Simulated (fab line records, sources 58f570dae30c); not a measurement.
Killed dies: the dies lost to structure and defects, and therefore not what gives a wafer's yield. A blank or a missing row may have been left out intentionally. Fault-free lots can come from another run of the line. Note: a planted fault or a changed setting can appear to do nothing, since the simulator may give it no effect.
Shared-tool check | flow berkeley-cmos170 | Sample size 14 lots and 42 wafers

== REASON FOR OPENING ==
UCB170_WELLDRIVE_THK_MEAS_02, reading WELLDRIVE_OXIDE_THK: flagged on 2 of 14 lots. No-fault wafers: 199 nm, standard deviation 3.4.
Rule: a lot gets a flag if all its wafers with a number sit over 4 standard deviations from that mean, or if no wafer of it has a number. As for the other lots, they are considered sound.

lot  | measured    | on            | WELLDRIVE_OXIDE_THK (nm), wafer by wafer | flag
L249 | day 3 13:42 | film-metro-04 | 198 199 200                              |
L250 | day 3 23:46 | film-metro-03 | 201 201 203                              |
L255 | day 4 11:34 | film-metro-04 | 204 202 202                              |
L257 | day 5 05:48 | film-metro-02 | 198 198 199                              |
L258 | day 5 05:50 | film-metro-04 | 198 194 196                              |
L260 | day 5 17:41 | film-metro-04 | 196 197 201                              |
L261 | day 5 17:41 | film-metro-02 | 196 195 195                              |
L263 | day 6 12:16 | film-metro-03 | 180 181 184                              | FLAGGED
L264 | day 6 12:16 | film-metro-04 | 178 183 181                              | FLAGGED
L266 | day 6 23:58 | film-metro-03 | 197 196 196                              |
L267 | day 6 23:58 | film-metro-04 | 197 196 194                              |
L270 | day 7 22:21 | film-metro-04 | 197 196 197                              |
L271 | day 8 07:13 | film-metro-04 | 195 194 192                              |
L272 | day 8 11:44 | film-metro-03 | 196 195 198                              |
The numbers of the flagged lots are 181 nm on average: -18 nm against the usual, or -5 standard deviations.

== WHICH TOOL EACH LOT WENT THROUGH ==
The record holds 1 process step before the reading, out of a route of 331 steps. In each cell: the tool, then ch and the chambers that the sampled wafers went through, then the start.
lot  | flag    | UCB170_WELLDRIVE_OXIDATION_01
L249 |         | furnace-02 ch 0, day 3 10:12
L250 |         | furnace-04 ch 0, day 3 20:16
L255 |         | furnace-02 ch 0, day 4 08:02
L257 |         | furnace-04 ch 0, day 5 02:18
L258 |         | furnace-04 ch 0, day 5 02:18
L260 |         | furnace-02 ch 0, day 5 14:10
L261 |         | furnace-02 ch 0, day 5 14:10
L263 | FLAGGED | furnace-02 ch 0, day 6 08:46
L264 | FLAGGED | furnace-02 ch 0, day 6 08:46
L266 |         | furnace-04 ch 0, day 6 20:28
L267 |         | furnace-04 ch 0, day 6 20:28
L270 |         | furnace-04 ch 0, day 7 18:51
L271 |         | furnace-04 ch 0, day 8 03:42
L272 |         | furnace-03 ch 0, day 8 08:13
These steps, and what they do:
- UCB170_WELLDRIVE_OXIDATION_01: target thk 199 nm, ox time 9000 s.
- UCB170_WELLDRIVE_THK_MEAS_02

== FLAGGED AGAINST TOTAL, ONE TOOL AT A TIME (gauges that did the reading follow at the end) ==
step                          | tool          | lots run | flagged | share of the flagged lots | sound lots run after its first flagged lot
UCB170_WELLDRIVE_OXIDATION_01 | furnace-02    | 6        | 2       | all                       | 0
UCB170_WELLDRIVE_OXIDATION_01 | furnace-03    | 1        | 0       | none                      | -
UCB170_WELLDRIVE_OXIDATION_01 | furnace-04    | 7        | 0       | none                      | -
UCB170_WELLDRIVE_THK_MEAS_02  | film-metro-02 | 2        | 0       | none                      | -
UCB170_WELLDRIVE_THK_MEAS_02  | film-metro-03 | 4        | 1       | some                      | 2 (L266,L272)
UCB170_WELLDRIVE_THK_MEAS_02  | film-metro-04 | 8        | 1       | some                      | 3 (L267,L270,L271)

== WHAT THE TABLE ALLOWS ==
Rows of the table that ran each flagged lot: 1, that is furnace-02 at UCB170_WELLDRIVE_OXIDATION_01.
- furnace-02 at UCB170_WELLDRIVE_OXIDATION_01 ran 6 lots, 2 of them flagged. It ran its last sound lot, L260, at day 5 14:10 and its first flagged lot, L263, at day 6 08:46: a fault with its onset between the two fits. Its own readings (spike-tc-centre-C, spike-tc-load-C, spike-tc-source-C) fall more than 4 standard deviations out on all wafers of the flagged lots.
Just one tool remains: furnace-02 at UCB170_WELLDRIVE_OXIDATION_01.

== WHAT THE SIMULATOR HAD INSERTED ==
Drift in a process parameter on furnace-02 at UCB170_WELLDRIVE_OXIDATION_01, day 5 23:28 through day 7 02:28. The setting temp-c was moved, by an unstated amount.
Struck lots among those shown: L263, L264. The same result came from the rule above.
